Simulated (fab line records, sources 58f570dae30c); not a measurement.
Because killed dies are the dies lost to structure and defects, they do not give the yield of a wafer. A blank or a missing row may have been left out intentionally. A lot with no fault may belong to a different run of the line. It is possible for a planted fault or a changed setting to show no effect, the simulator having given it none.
fab line records -- flow berkeleyCmos170
record: lots: 6, wafers: 18, lastDay: 11
route steps=331 shown PSD@179 NSD@187
lots untouched by any fault: they come from a run of this same line in which no faults occurred
startH: the number of hours between the record's first day and the start of the first shown wafer of the lot -- waitH: time in hours since the lot's previous step -- " repeats the value in the row above -- L1.1+2: several wafers, shown together as one row -- - either no value or no given start -- * or withheld: withheld -- < > ~ a bound
route shown NAME@n: a module of which the file shows steps, and the number in the route of the first -- usual: mean/standard deviation taken from wafers without a fault -- same: alike in all rows -- chamber/n: place in a boat -- sites: each site's reading -- _std_site: standard deviation of those values -- _edge_site: outer sites' mean less inner sites' -- radiusMm: for every site, how far away it sits from the centre of the wafer -- mask NAME#n: copy n -- behind: the tool/chamber that last shaped the wafer -- hold: cause of the lot's hold/its duration in hours/its outcome -- device: the transistor (n, p or np) that didn't switch -- end of line: at the end of the route, the tests of the same wafers -- a step with no rows: only its recipe -- killed: not the wafer's yield, but the dies lost to structure and defects at the first sort -- map: shows each die of a wafer: x if killed, . if not, _ if none is there
set.NAME: the setting the step ran with; set.NAME@STEP: the setting that earlier step ran with -- model.NAME: the simulator's own value behind a step, which no gauge read
lots at selected steps of the route; one table per step, one row per wafer
services: a tool's chamber out of use, with start hour (startH, from the record's first day; less than 0 if before it), hours out, and reason
== steps ==
step: UCB170_PSD_PEB_04
recipe: pebTempC: 130, pebTimeS: withheld, resist: KrF
step: UCB170_PSD_DEVELOP_05
recipe: developer: TMAH, developTimeS: 45, resist: KrF, devTempC: 21
step: UCB170_PSD_CD_MEAS_06
recipe: targetCdNm: 1200
usual: cdNm: 1200.2/1.4
lot.wafer,tool,chamber,startH,waitH,cdNm
L111.1,cdSem-02,-,147.64,-,1202.5
L111.3,cdSem-02,-,147.64,-,1202.3
L111.6,cdSem-02,-,147.64,-,1202.0
L112.3,cdSem-02,-,149.35,-,1197.3
L112.5,cdSem-02,-,149.35,-,1197.9
L112.6,cdSem-02,-,149.35,-,1198.6
L122.1,cdSem-01,-,198.75,-,1199.2
L122.4,cdSem-01,-,198.75,-,1199.5
L122.5,cdSem-01,-,198.75,-,1199.5
L123.1,cdSem-01,-,209.95,-,1200.5
L123.2,cdSem-01,-,209.95,-,1199.6
L123.3,cdSem-01,-,209.95,-,1198.4
L128.1,cdSem-02,-,233.55,-,1200.0
L128.3,cdSem-02,-,233.55,-,1200.2
L128.5,cdSem-02,-,233.55,-,1198.6
L129.1,cdSem-01,-,241.49,-,1200.4
L129.2,cdSem-01,-,241.49,-,1200.5
L129.5,cdSem-01,-,241.49,-,1199.7
step: UCB170_PSD_OVL_MEAS_07
usual: PSD_OVL: 2/6.5
lot.wafer,tool,chamber,startH,waitH,PSD_OVL[nm]
L111.1,overlay-02,-,147.76,0.1,-10
L111.3,overlay-02,-,147.76,0.1,-1
L111.6,overlay-02,-,147.76,0.1,-1
L112.3,overlay-01,-,149.44,0.1,1
L112.5,overlay-01,-,149.44,0.1,-1
L112.6,overlay-01,-,149.44,0.1,2
L122.1,overlay-01,-,198.87,0.1,-3
L122.4,overlay-01,-,198.87,0.1,-9
L122.5,overlay-01,-,198.87,0.1,-4
L123.1,overlay-01,-,210.07,0.1,-1
L123.2,overlay-01,-,210.07,0.1,-5
L123.3,overlay-01,-,210.07,0.1,-2
L128.1,overlay-02,-,233.67,0.1,4
L128.3,overlay-02,-,233.67,0.1,9
L128.5,overlay-02,-,233.67,0.1,1
L129.1,overlay-02,-,241.61,0.1,-5
L129.2,overlay-02,-,241.61,0.1,-4
L129.5,overlay-02,-,241.61,0.1,-1
step: UCB170_PSD_IMPLANT_08
recipe: species: B, doseCm2: 3e+15, energyKev: 20, tiltDeg: 7
step: UCB170_PSD_STRIP_09
recipe: chemistry: O2, powerW: 400, pressureMtorr: 3500, platenTempC: withheld, o2FlowSccm: 400, overashFraction: 0.5
usual: drypumpMotorCurrentA: 5.6/0.55, oesProductAu: 0.601/0.0045, stripTimeToEndpointS: 29.35/0.064
lot.wafer,tool,chamber,startH,waitH,drypumpMotorCurrentA,oesProductAu,rfHoursCounterH,stripTimeToEndpointS
L111.1,plasmaAsher-02,0,147.95,0.1,6.4,0.609,50,29.35
L111.3,plasmaAsher-02,0,147.95,0.1,6.4,0.603,-,29.26
L111.6,plasmaAsher-02,0,147.95,0.1,6.4,0.598,-,29.30
L112.3,plasmaAsher-02,1,149.65,0.1,5.0,0.598,-,29.28
L112.5,plasmaAsher-02,0,149.65,0.1,6.4,0.598,-,29.25
L112.6,plasmaAsher-02,1,149.65,0.1,5.0,0.607,-,29.27
L122.1,plasmaAsher-02,1,199.06,0.1,4.9,0.609,57,29.46
L122.4,plasmaAsher-02,0,199.06,0.1,6.4,0.606,-,29.40
L122.5,plasmaAsher-02,0,199.06,0.1,6.4,0.601,-,29.45
L123.1,plasmaAsher-02,0,210.26,0.1,6.3,0.595,58,29.25
L123.2,plasmaAsher-02,1,210.26,0.1,5.0,0.602,58,29.23
L123.3,plasmaAsher-02,1,210.26,0.1,5.0,0.604,-,29.34
L128.1,plasmaAsher-03,1,233.86,0.1,5.2,0.600,46,29.40
L128.3,plasmaAsher-03,1,233.86,0.1,5.2,0.602,-,29.42
L128.5,plasmaAsher-03,1,233.86,0.1,5.2,0.599,-,29.46
L129.1,plasmaAsher-04,1,241.80,0.1,5.7,0.601,14,29.38
L129.2,plasmaAsher-04,0,241.80,0.1,5.3,0.594,14,29.34
L129.5,plasmaAsher-04,1,241.80,0.1,5.7,0.602,-,29.32
step: UCB170_PSD_TW_MEAS_10
usual: PSD_TW: 2333/18
lot.wafer,tool,chamber,startH,waitH,PSD_TW
L111.1,filmMetro-02,-,148.05,0.1,2326
L111.3,filmMetro-02,-,148.05,0.1,2320
L111.6,filmMetro-02,-,148.05,0.1,2315
L112.3,filmMetro-04,-,149.74,0.1,2323
L112.5,filmMetro-04,-,149.74,0.1,2326
L112.6,filmMetro-04,-,149.74,0.1,2307
L122.1,filmMetro-02,-,199.16,0.1,2327
L122.4,filmMetro-02,-,199.16,0.1,2320
L122.5,filmMetro-02,-,199.16,0.1,2331
L123.1,filmMetro-02,-,210.36,0.1,2309
L123.2,filmMetro-02,-,210.36,0.1,2323
L123.3,filmMetro-02,-,210.36,0.1,2331
L128.1,filmMetro-02,-,233.96,0.1,2325
L128.3,filmMetro-02,-,233.96,0.1,2325
L128.5,filmMetro-02,-,233.96,0.1,2334
L129.1,filmMetro-03,-,241.90,0.1,2348
L129.2,filmMetro-03,-,241.90,0.1,2342
L129.5,filmMetro-03,-,241.90,0.1,2346
step: UCB170_PSD_CLEAN_11
recipe: chemistry: SPM, tempC: 120, timeS: 600
step: UCB170_NSD_HMDS_00
recipe: primeTimeS: 60, primeTempC: 100
step: UCB170_NSD_COAT_01
recipe: resist: KrF, spinRpm: 1500, resistThkNm: 900
step: UCB170_NSD_SOFTBAKE_02
recipe: resist: KrF, tempC: 130, timeS: 60
step: UCB170_NSD_EXPOSE_03
recipe: maskId: NSELECT_MOD, na: 0.5, sigmaOuter: 0.6, sourceShape: conventional, targetCdNm: 1200, doseMj: 30
step: UCB170_NSD_PEB_04
recipe: pebTempC: 130, pebTimeS: withheld, resist: KrF
usual: chillPlateTempC: 23.01/0.11, exhaustPa: 45.0/0.91
lot.wafer,tool,chamber,startH,waitH,chillPlateTempC,exhaustPa
L111.1,lithoTrack-02,-,150.15,0.6,-,-
L111.3,lithoTrack-02,-,150.15,0.6,-,-
L111.6,lithoTrack-02,-,150.15,0.6,-,-
L112.3,lithoTrack-04,-,151.70,0.6,-,-
L112.5,lithoTrack-04,-,151.70,0.6,-,-
L112.6,lithoTrack-04,-,151.70,0.6,-,-
L122.1,lithoTrack-04,0,199.96,0.1,23.19,44.2
L122.4,lithoTrack-04,0,199.96,0.1,22.99,45.1
L122.5,lithoTrack-04,0,199.96,0.1,23.02,44.5
L123.1,lithoTrack-04,0,211.87,0.5,22.97,45.0
L123.2,lithoTrack-04,0,211.87,0.5,22.94,45.7
L123.3,lithoTrack-04,0,211.87,0.5,23.06,45.1
L128.1,lithoTrack-03,0,235.13,0.3,22.99,45.6
L128.3,lithoTrack-03,0,235.13,0.3,22.88,45.5
L128.5,lithoTrack-03,0,235.13,0.3,23.03,45.6
L129.1,lithoTrack-03,0,243.51,0.4,23.00,45.5
L129.2,lithoTrack-03,0,243.51,0.4,22.79,44.8
L129.5,lithoTrack-03,0,243.51,0.4,22.92,44.1
step: UCB170_NSD_DEVELOP_05
recipe: developer: TMAH, developTimeS: 45, resist: KrF, devTempC: 21
== services ==
tool,chamber,startH,hours,kind
plasmaAsher-03,-,149.72,6.0,repair
plasmaAsher-02,-,167.53,0.4,repair
plasmaAsher-02,-,191.46,2.1,repair
== key ==
firstSign: step: UCB170_NSD_PEB_04, reading: toolRecord, direction: missing
effect none on later readings
metAt UCB170_NSD_PEB_04
struckWafers L111.1,L111.3,L111.6,L112.3,L112.5,L112.6
sortLeftOut L111.1,L111.3,L111.6,L112.3,L112.5,L112.6
testerLeftOut L111,L112
fault: kind: skippedStepWhole, tool: lithoTrack-02,lithoTrack-04, chamber: -, onsetH: 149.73, steps: UCB170_NSD_PEB_04, scope: struckLotsOnly
testerLeftOut: of these lots the tester's yield and bins aren't shown, on N5 and GAA mostly nor the transistor test; their killed dies are dies lost to structure and defects alone, not to doping, threshold or leakage, so they don't give the yield
sortLeftOut: the simulated sort isn't trusted on such a fault, so these wafers' sort isn't shown, and their yield isn't known
